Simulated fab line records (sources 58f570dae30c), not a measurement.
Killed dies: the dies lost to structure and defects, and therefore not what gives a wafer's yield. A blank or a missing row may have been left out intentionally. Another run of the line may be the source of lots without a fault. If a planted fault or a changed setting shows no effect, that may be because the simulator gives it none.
Which tool is to blame? / flow berkeley_cmos170 / 7 lots (21 wafers sampled), 1 step of a 331-step route

== WHAT THE GAUGES SHOWED, per wafer ==
UCB170_V1_OVL_MEAS_13.
lot=L792; measured=day 8 15:52; on=overlay-02; V1_OVL (nm)=-9 -5 -8
lot=L796; measured=day 9 11:58; on=overlay-01; V1_OVL (nm)=-14 -15 -11
lot=L798; measured=day 10 12:00; on=overlay-02; V1_OVL (nm)=-11 -11 -13
lot=L803; measured=day 11 06:00; on=overlay-02; V1_OVL (nm)=-7 -1 -8
lot=L805; measured=day 11 09:25; on=overlay-01; V1_OVL (nm)=-2 -3 1
lot=L807; measured=day 11 20:47; on=overlay-02; V1_OVL (nm)=-3 -4 -6
lot=L812; measured=day 12 22:29; on=overlay-01; V1_OVL (nm)=-1 -3 -4

== WHAT TOOL EACH LOT RAN ON (gives the tool, then ch and the chambers of the sampled wafers, and finally the start) ==
Before these readings, the record contains no process step.

== THE ANSWER, worked out from the rows above alone ==
Rule: usual is defined by the lots themselves. Put in order of their means at a reading, lots are off if they are a third of the lots or fewer, leave a main group of 4 or more, and stand apart from it by a gap of 3 or more times the standard deviation of the main group's means; of several such gaps the widest counts. The tables above print the reading to a certain number of digits; a main group whose means all agree to those digits is not used. Also off: a lot with no number at a reading for which 4 or more lots have one. Any other lot the step has rows for is counted as sound.
No lot is off on any of the readings shown, so nothing can be concluded from this.

== WHAT THE SIMULATOR HAD INSERTED ==
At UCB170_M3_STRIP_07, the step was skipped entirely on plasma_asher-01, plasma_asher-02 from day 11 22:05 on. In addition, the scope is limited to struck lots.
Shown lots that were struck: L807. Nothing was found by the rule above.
